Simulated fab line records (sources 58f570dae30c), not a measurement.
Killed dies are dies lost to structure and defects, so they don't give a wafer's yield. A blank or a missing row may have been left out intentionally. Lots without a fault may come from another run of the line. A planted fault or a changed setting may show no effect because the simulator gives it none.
Chamber matching -- flow berkeleyCmos170 -- rieSi-02 running UCB170_GATE_ETCH_15: 4 sister chambers
The step etches poly-Si in HBr/Cl2, stops on SiO2, time 56.3 s, target depth 278.2 nm. 4 wafers are shown with their chamber, then 7 later ones without.

WAFERS WITH THEIR CHAMBER
wafer,chamber,drypumpMotorCurrentA (A)
L395.5,0,5.9
L398.5,1,6.8
L402.2,2,5.5
L402.3,3,6.3

WAFERS MISSING THEIR CHAMBER
wafer,drypumpMotorCurrentA (A)
L402.4,6.8
L399.2,6.8
L399.3,5.5
L399.6,6.2
L409.2,6.0
L409.3,5.6
L409.4,6.2

WHICH CHAMBER EACH WENT THROUGH
wafer,from the rows above,in truth
L402.4,1,1
L399.2,1,1
L399.3,2,2
L399.6,3,3
L409.2,0,0
L409.3,2,2
L409.4,3,3
Correct placement for 7 of the 7. Number that these rows cannot place: 0. Wrongly placed: 0.
How it was worked out, from the rows above alone: a wafer's distance from a chamber is the root of the sum, over the readings, of the square of ((its reading less the chamber's mean) divided by the reading's scatter). The wafer belongs to the nearest chamber; if the next one is less than 2 further off, it can't be placed. For every chamber, the mean is computed from those of its wafers that are shown. The scatter: root of mean squared gap, hidden wafer to nearest shown wafer, with one shown wafer a chamber.
